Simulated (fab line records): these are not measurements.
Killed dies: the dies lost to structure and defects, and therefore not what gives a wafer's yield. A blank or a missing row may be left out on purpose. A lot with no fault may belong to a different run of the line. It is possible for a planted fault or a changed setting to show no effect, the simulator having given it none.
A lot that was struck, set against a sound lot / flow berkeley-cmos170 / 16 out of 331 route steps
Sound: wafers L181.1, L181.3, L181.4. Wafers L170.2, L170.3, L170.6 were the ones struck. The cause is given at the end.
Each step with rows lists, per side, the tool, then ch with its chambers, then its first start. Under that, the readings that differ: sound wafers / struck wafers / difference of the means / sigmas: that difference in standard deviations of wafers without a fault.
alike: same words and numbers on both sides, and readings whose means sit less than 2 such deviations apart. not compared: any withheld reading, any reading some wafer has no value for, any bound like >300 that may hide the same value, and any number with overlapping values for which the record gives no deviation.
Wherever a step has rows on one side only, a row that says differs or no value, or a row with sigmas, the two part there. Numbers that don't overlap but have no deviation are shown without sigmas and don't part them. A reading missing from all wafers of one side parts the sides only when that side holds two or more wafers.

UCB170_CONTACT_STRIP_06: strips in O2.
  sound on plasma-asher-02 ch 0,1, day 11 02:35; struck on plasma-asher-02 ch 0,1, day 9 00:26
  alike: drypump-motor-current-A, oes-product-au, strip-time-to-endpoint-s
  not compared: rf-hours-counter-h
then, 1 step without rows for these wafers: UCB170_CONTACT_CLEAN_07 (cleans in SPM, time 600 s).
UCB170_CONTACT_RTA_08: time 10 s.
  sound on rtp-anneal-02 ch 0, day 11 03:02; struck on rtp-anneal-01 ch 0, day 9 00:54
  alike: lamp-power-pct, wafer_temp_C_max
then, 6 steps without rows for these wafers: UCB170_CONTACT_COAT_09; UCB170_CONTACT_COAT_10 (resist thk 900 nm); UCB170_CONTACT_SOFTBAKE_11 (time 60 s); UCB170_CONTACT_EXPOSE_12 (exposes mask CONT, target cd 700 nm); UCB170_CONTACT_PEB_13; UCB170_CONTACT_DEVELOP_14 (develop time 45 s).
UCB170_CONTACT_CD_MEAS_15 targets a cd of 700 nm.
  sound on cd-sem-02 at day 11 04:57; struck on cd-sem-02 at day 9 01:49
  alike: cd-nm
UCB170_CONTACT_OVL_MEAS_16:
  sound on overlay-02 at day 11 05:04; struck on overlay-02 at day 9 01:55
  alike: CONTACT_OVL
UCB170_CONTACT_ETCH_17: etches BARC in N2/H2.
  sound on rie-diel-01 ch 0,2,3, day 11 05:07; struck on rie-diel-01 ch 0,2,3, day 9 01:57
  alike: bias-w, chamber-pressure-mTorr, drypump-motor-current-A, oes-product-au, throttle-valve-pct
UCB170_CONTACT_ETCH_18: etches PSG in CHF3/CF4/Ar, stops on TiSi2, target depth 840 nm, time 195 s.
  sound on rie-diel-01 ch 0,2,3, day 11 05:00; struck on rie-diel-01 ch 0,2,3, day 9 01:00
  no value came back on the struck wafers for any of 7 readings (CHF3_flow_sccm (sccm), cf4-flow-sccm (sccm) and others); on the sound wafers CHF3_flow_sccm (sccm) reads 44.97 44.91 44.91
reading=model.KrF_of_CONTACT_COAT_10.thk-nm (nm); sound=694.1 693.3 693.7; struck=887.9 882.4 883.9; difference=+191.0; sigmas=
UCB170_CONTACT_STRIP_19: strips in O2.
  sound on plasma-asher-01 ch 0,1, day 11 05:16; struck on plasma-asher-01 ch 0,1, day 9 02:07
  alike: drypump-motor-current-A, oes-product-au
  not compared: rf-hours-counter-h
UCB170_CONTACT_CD_MEAS_90 targets a cd of 700 nm.
  sound on cd-sem-01 at day 11 05:22; struck on cd-sem-02 at day 9 02:14
reading=cd-nm (nm); sound=697.1 699.0 699.3; struck=- - -; difference=no value on the struck wafers; sigmas=
then, 1 step without rows for these wafers: UCB170_CONTACT_CLEAN_20 (cleans in SPM, time 600 s).

WHERE THEY PART
Earliest at UCB170_CONTACT_ETCH_18; latest, in this record, at UCB170_CONTACT_CD_MEAS_90.

WHY: whatever the simulator had introduced
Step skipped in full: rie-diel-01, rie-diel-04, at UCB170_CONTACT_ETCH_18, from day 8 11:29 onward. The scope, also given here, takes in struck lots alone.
